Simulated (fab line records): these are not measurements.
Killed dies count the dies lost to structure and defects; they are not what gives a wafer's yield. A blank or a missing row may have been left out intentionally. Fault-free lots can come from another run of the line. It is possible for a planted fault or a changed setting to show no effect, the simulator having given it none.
Lot-split experiment	flow rit cmos	23 wafers read from 5 lots, route of 202 steps

## ABOUT THE SPLIT
At RIT_M1_SPUTTER_00 (material Al, target thk 400 nm, time 500 s), the setting time s was moved away from the recipe's 500 s on 12 of the 23 wafers read, by -8.5% to +13.2%. All remaining wafers had this setting at the recipe value.

## FROM THE SPLIT TO THE READING: what the file shows between them, 6 steps
- RIT_M1_RS_MEAS_01: measures by four-point-probe
- RIT_M1_THK_MEAS_02: measures by xrf
- RIT_M1_HMDS_03: prime time 60 s (also split here: prime time s)
- RIT_M1_COAT_04: resist thk 1300 nm
- RIT_M1_SOFTBAKE_05: time 60 s
- RIT_M1_HARDBAKE_11: time 120 s

## THE READING
oes product au, in a.u., at RIT_M1_METAL_ETCH_12 (etches Al in Cl2/BCl3, stops on SiO2, time 165 s, target depth 600 nm). On this fab line, fault-free wafers typically give 0.778 a.u. with a standard deviation of 0.013 a.u.

wafer	tool, chamber at the split	time s as run, s	against the recipe	oes product au, a.u.	against lot-mates on the recipe
L074.2	pvd sputter-04, -	500	recipe	0.777	-
L074.3	pvd sputter-04, -	500	recipe	0.775	-
L074.6	pvd sputter-04, -	500	recipe	0.777	-
L075.1	pvd sputter-01, -	566.1	+13.2%	0.839	+0.067
L075.2	pvd sputter-01, -	500	recipe	0.757	-
L075.3	pvd sputter-01, -	566.1	+13.2%	0.834	+0.062
L075.5	pvd sputter-01, -	500	recipe	0.786	-
L075.6	pvd sputter-01, -	566.1	+13.2%	0.816	+0.044
L079.1	pvd sputter-04, -	565.6	+13.1%	0.834	+0.053
L079.2	pvd sputter-04, -	500	recipe	0.784	-
L079.3	pvd sputter-04, -	565.6	+13.1%	0.849	+0.068
L079.5	pvd sputter-04, -	500	recipe	0.778	-
L079.6	pvd sputter-04, -	565.6	+13.1%	0.848	+0.067
L083.1	pvd sputter-04, -	500	recipe	0.796	-
L083.2	pvd sputter-04, -	555.2	+11.0%	0.829	+0.036
L083.3	pvd sputter-04, -	555.2	+11.0%	0.852	+0.059
L083.5	pvd sputter-04, -	555.2	+11.0%	0.839	+0.046
L083.6	pvd sputter-04, -	500	recipe	0.789	-
L084.1	pvd sputter-02, -	500	recipe	0.759	-
L084.2	pvd sputter-02, -	457.6	-8.5%	0.743	-0.014
L084.3	pvd sputter-02, -	457.6	-8.5%	0.706	-0.051
L084.4	pvd sputter-02, -	457.6	-8.5%	0.731	-0.026
L084.6	pvd sputter-02, -	500	recipe	0.755	-

THE FIT
A straight line over all 23 wafers: oes product au changes by +0.00513 a.u. for each +1% of time s; r = +0.95; the points scatter about the line by 0.014 a.u.
The same after taking each lot's own level away (the mean of its wafers on the recipe; 23 wafers): +0.00429 a.u. for each +1%; r = +0.96; scatter 0.0099 a.u.
That fit puts the effect of the largest move of time s on the reading at 0.057 a.u.
From 0.7570 to 0.7925 a.u.: that is the span of the lots' own levels, equal to 2.7 times the standard deviation above.
So the lot-to-lot level changes the slope: the two fits differ.
Check: for one of the wafers moved furthest among these (+13.2%), held out of the fit, the line's prediction against its lot-mates is +0.0574 a.u. It came out at +0.0675 a.u. against them.

## OTHER SPLITS APPLIED TO THESE WAFERS
Note: prior to the reading, these wafers also went through further splits. Each is held against what the fit with the lots' levels taken away leaves over:
other split on the same wafers	wafers away from the commonest value	r with oes product au (lot level and that fit taken away)
RIT_NSD_IMPLANT_08 energy kev	9	-0.17
RIT_PSD_COAT_01 spin rpm	8	+0.21
RIT_CONTACT_CVD_00 time s	9	-0.13
RIT_CONTACT_SOFTBAKE_04 temp c	9	-0.02
RIT_M1_HMDS_03 prime time s	5	+0.10

## THE WHOLE CHAIN: every reading that the file lists as answering this split, in the file's order
step	what it does	reading	change (the file's fit)	r (the file's)
RIT_M1_SPUTTER_00	material Al, target thk 400 nm, time 500 s	Al_of_M1_SPUTTER_00.thk nm (the simulator's own value, which no gauge read)	+3.89 nm for each +1% of the setting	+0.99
RIT_M1_RS_MEAS_01	measures by four-point-probe	M1_AL_RS	-0.000657 for each +1% of the setting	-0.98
RIT_M1_THK_MEAS_02	measures by xrf	M1_AL_THK	+3.86 for each +1% of the setting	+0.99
RIT_M1_METAL_ETCH_12	etches Al in Cl2/BCl3, stops on SiO2, time 165 s, target depth 600 nm	oes product au	+0.00441 a.u. for each +1% of the setting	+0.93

## FILE'S OWN FIT
oes product au changes by +0.00441 a.u. for each +1% of time s, r = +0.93.
